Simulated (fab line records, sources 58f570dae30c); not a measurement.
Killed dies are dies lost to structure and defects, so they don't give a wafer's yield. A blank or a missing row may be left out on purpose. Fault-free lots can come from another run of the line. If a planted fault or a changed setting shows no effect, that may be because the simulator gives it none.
Which tool was responsible? / flow berkeley-cmos170 / 14 lots, 42 wafers sampled, at 5 steps of a route of 331

== WHAT THE GAUGES READ, wafer by wafer ==
UCB170_PWELL_TW_MEAS_17.
lot=L130; measured=day 3 14:32; on=film-metro-04; PWELL_TW=376.2 376.5 376.5
lot=L131; measured=day 3 17:41; on=film-metro-01; PWELL_TW=380.4 381.2 379.2
lot=L132; measured=day 3 17:55; on=film-metro-04; PWELL_TW=376.6 376.3 378.1
lot=L135; measured=day 4 18:43; on=film-metro-01; PWELL_TW=378.6 378.8 377.2
lot=L137; measured=day 4 18:59; on=film-metro-01; PWELL_TW=377.3 377.1 378.7
lot=L134; measured=day 4 19:02; on=film-metro-04; PWELL_TW=374.1 376.1 376.5
lot=L136; measured=day 4 19:22; on=film-metro-04; PWELL_TW=373.9 373.1 373.0
lot=L138; measured=day 5 02:32; on=film-metro-01; PWELL_TW=380.6 379.2 381.3
lot=L139; measured=day 5 03:53; on=film-metro-04; PWELL_TW=379.6 378.5 377.7
lot=L140; measured=day 5 20:03; on=film-metro-04; PWELL_TW=376.5 376.3 377.5
lot=L147; measured=day 7 02:59; on=film-metro-04; PWELL_TW=376.7 377.9 379.1
lot=L148; measured=day 7 03:17; on=film-metro-04; PWELL_TW=382.6 378.7 378.8
lot=L150; measured=day 7 08:33; on=film-metro-01; PWELL_TW=378.5 379.3 378.7
lot=L152; measured=day 8 00:55; on=film-metro-03; PWELL_TW=380.5 381.5 379.8

UCB170_ACTIVE_THK_MEAS_06.
lot=L130; measured=day 4 23:11; on=film-metro-04; ACTIVE_NITRIDE_THK (nm)=221.4 222.9 222.2
lot=L131; measured=day 4 23:13; on=film-metro-02; ACTIVE_NITRIDE_THK (nm)=218.5 218.2 216.8
lot=L132; measured=day 4 23:08; on=film-metro-02; ACTIVE_NITRIDE_THK (nm)=218.9 220.7 222.4
lot=L135; measured=day 5 17:40; on=film-metro-02; ACTIVE_NITRIDE_THK (nm)=221.5 219.2 220.3
lot=L137; measured=day 5 17:37; on=film-metro-02; ACTIVE_NITRIDE_THK (nm)=218.4 219.7 218.7
lot=L134; measured=day 5 17:35; on=film-metro-04; ACTIVE_NITRIDE_THK (nm)=219.2 217.7 216.8
lot=L136; measured=day 6 00:13; on=film-metro-02; ACTIVE_NITRIDE_THK (nm)=216.6 218.6 217.5
lot=L138; measured=day 6 04:19; on=film-metro-04; ACTIVE_NITRIDE_THK (nm)=223.5 223.5 224.5
lot=L139; measured=day 6 04:21; on=film-metro-02; ACTIVE_NITRIDE_THK (nm)=220.4 220.4 219.2
lot=L140; measured=day 7 03:59; on=film-metro-04; ACTIVE_NITRIDE_THK (nm)=215.6 217.1 217.3
lot=L147; measured=day 8 07:09; on=film-metro-02; ACTIVE_NITRIDE_THK (nm)=220.1 218.2 220.5
lot=L148; measured=day 8 07:02; on=film-metro-04; ACTIVE_NITRIDE_THK (nm)=217.8 219.7 219.4
lot=L150; measured=day 8 07:03; on=film-metro-03; ACTIVE_NITRIDE_THK (nm)=220.1 218.1 218.3
lot=L152; measured=day 9 03:22; on=film-metro-04; ACTIVE_NITRIDE_THK (nm)=221.5 220.9 220.8

UCB170_FIELD_THK_MEAS_02.
lot=L130; measured=day 5 09:36; on=film-metro-04; FIELD_OXIDE_THK (nm)=541 559 553
lot=L131; measured=day 5 09:34; on=film-metro-04; FIELD_OXIDE_THK (nm)=557 544 552
lot=L132; measured=day 5 09:29; on=film-metro-04; FIELD_OXIDE_THK (nm)=544 547 538
lot=L135; measured=day 6 04:07; on=film-metro-04; FIELD_OXIDE_THK (nm)=559 561 551
lot=L137; measured=day 6 04:00; on=film-metro-04; FIELD_OXIDE_THK (nm)=561 561 561
lot=L134; measured=day 6 04:02; on=film-metro-04; FIELD_OXIDE_THK (nm)=566 562 544
lot=L136; measured=day 6 09:26; on=film-metro-04; FIELD_OXIDE_THK (nm)=540 564 548
lot=L138; measured=day 6 18:09; on=film-metro-04; FIELD_OXIDE_THK (nm)=555 565 560
lot=L139; measured=day 6 18:12; on=film-metro-04; FIELD_OXIDE_THK (nm)=545 545 547
lot=L140; measured=day 7 12:59; on=film-metro-01; FIELD_OXIDE_THK (nm)=538 551 553
lot=L147; measured=day 8 19:20; on=film-metro-04; FIELD_OXIDE_THK (nm)=568 560 562
lot=L148; measured=day 8 18:32; on=film-metro-01; FIELD_OXIDE_THK (nm)=562 557 564
lot=L150; measured=day 8 18:29; on=film-metro-01; FIELD_OXIDE_THK (nm)=562 555 568
lot=L152; measured=day 9 14:52; on=film-metro-03; FIELD_OXIDE_THK (nm)=567 563 569

UCB170_SACOX_THK_MEAS_02.
lot=L130; measured=day 5 21:44; on=film-metro-02; SACOX_OXIDE_THK (nm)=14.28 14.11 14.40
lot=L131; measured=day 5 21:46; on=film-metro-04; SACOX_OXIDE_THK (nm)=14.79 14.46 14.59
lot=L132; measured=day 5 21:41; on=film-metro-04; SACOX_OXIDE_THK (nm)=14.09 14.12 14.08
lot=L135; measured=day 6 17:03; on=film-metro-02; SACOX_OXIDE_THK (nm)=14.14 14.35 14.22
lot=L137; measured=day 6 19:59; on=film-metro-02; SACOX_OXIDE_THK (nm)=22.79 22.73 22.14 22.83 22.72 22.13
lot=L134; measured=day 6 16:55; on=film-metro-02; SACOX_OXIDE_THK (nm)=14.15 14.06 14.13
lot=L136; measured=day 6 21:23; on=film-metro-04; SACOX_OXIDE_THK (nm)=13.83 13.75 13.93
lot=L138; measured=day 7 06:22; on=film-metro-04; SACOX_OXIDE_THK (nm)=14.38 14.07 14.68
lot=L139; measured=day 7 06:23; on=film-metro-02; SACOX_OXIDE_THK (nm)=14.17 14.34 14.11
lot=L140; measured=day 8 02:42; on=film-metro-01; SACOX_OXIDE_THK (nm)=22.41 22.62 22.62 22.43 22.55 22.67
lot=L147; measured=day 9 09:03; on=film-metro-04; SACOX_OXIDE_THK (nm)=14.17 13.99 14.31
lot=L148; measured=day 9 09:05; on=film-metro-02; SACOX_OXIDE_THK (nm)=14.32 13.96 14.04
lot=L150; measured=day 9 09:02; on=film-metro-02; SACOX_OXIDE_THK (nm)=13.80 14.07 14.29
lot=L152; measured=day 10 03:50; on=film-metro-02; SACOX_OXIDE_THK (nm)=14.24 14.14 14.28

== WHICH TOOL RAN EACH LOT (tool, then ch and the chambers of the sampled wafers, then the start) ==
lot=L130; UCB170_SACOX_OXIDATION_01=furnace-04 ch 0, day 5 20:01
lot=L131; UCB170_SACOX_OXIDATION_01=furnace-04 ch 0, day 5 20:01
lot=L132; UCB170_SACOX_OXIDATION_01=furnace-04 ch 0, day 5 20:01
lot=L135; UCB170_SACOX_OXIDATION_01=furnace-02 ch 0, day 6 15:15
lot=L137; UCB170_SACOX_OXIDATION_01=furnace-02 ch 0, day 6 15:15
lot=L134; UCB170_SACOX_OXIDATION_01=furnace-02 ch 0, day 6 15:15
lot=L136; UCB170_SACOX_OXIDATION_01=furnace-03 ch 0, day 6 19:43
lot=L138; UCB170_SACOX_OXIDATION_01=furnace-04 ch 0, day 7 04:41
lot=L139; UCB170_SACOX_OXIDATION_01=furnace-04 ch 0, day 7 04:41
lot=L140; UCB170_SACOX_OXIDATION_01=furnace-04 ch 0, day 7 21:52
lot=L147; UCB170_SACOX_OXIDATION_01=furnace-03 ch 0, day 9 07:21
lot=L148; UCB170_SACOX_OXIDATION_01=furnace-03 ch 0, day 9 07:21
lot=L150; UCB170_SACOX_OXIDATION_01=furnace-03 ch 0, day 9 07:21
lot=L152; UCB170_SACOX_OXIDATION_01=furnace-04 ch 0, day 10 02:10
- UCB170_SACOX_OXIDATION_01: target thk 14.4 nm, ox time 2400 s.

== AS READ BY THE TOOLS THEMSELVES (means over the sampled wafers that have a number; for cases with no such wafer, the mark the record gives instead) ==
The record holds no such reading with a usual standard deviation.

== THE ANSWER, worked out from the rows above alone ==
Rule: the lots themselves supply what counts as usual. Put in order of their means at a reading, lots are off if they are a third of the lots or fewer, leave a main group of 4 or more, and stand apart from it by a gap of 3 or more times the standard deviation of the main group's means; of several such gaps the widest counts. Not used: any main group whose means are identical at the precision the tables above print for the reading. Also off: a lot with no number at a reading for which 4 or more lots have one. Where the step has rows for the other lots, those lots are counted as sound. After the gauges, taken in route order, come the tools' own readings; for these a lot's mean is taken, as printed above. The first step at which some lot is off is used, and at that step the reading that is off furthest; a lot without a number counts as furthest.
Off: at UCB170_SACOX_THK_MEAS_02 (SACOX_OXIDE_THK), L137, L140. Main group: mean 14.19 nm, sd 0.18.
If a tool, at a process step before that reading, ran all the lots that are off and no sound lot after the first of them, it fits. Those tools and the gauges at UCB170_SACOX_THK_MEAS_02 are tried in the same way. Of those tried, none fits.

== WHAT WAS PUT IN BY THE SIMULATOR ==
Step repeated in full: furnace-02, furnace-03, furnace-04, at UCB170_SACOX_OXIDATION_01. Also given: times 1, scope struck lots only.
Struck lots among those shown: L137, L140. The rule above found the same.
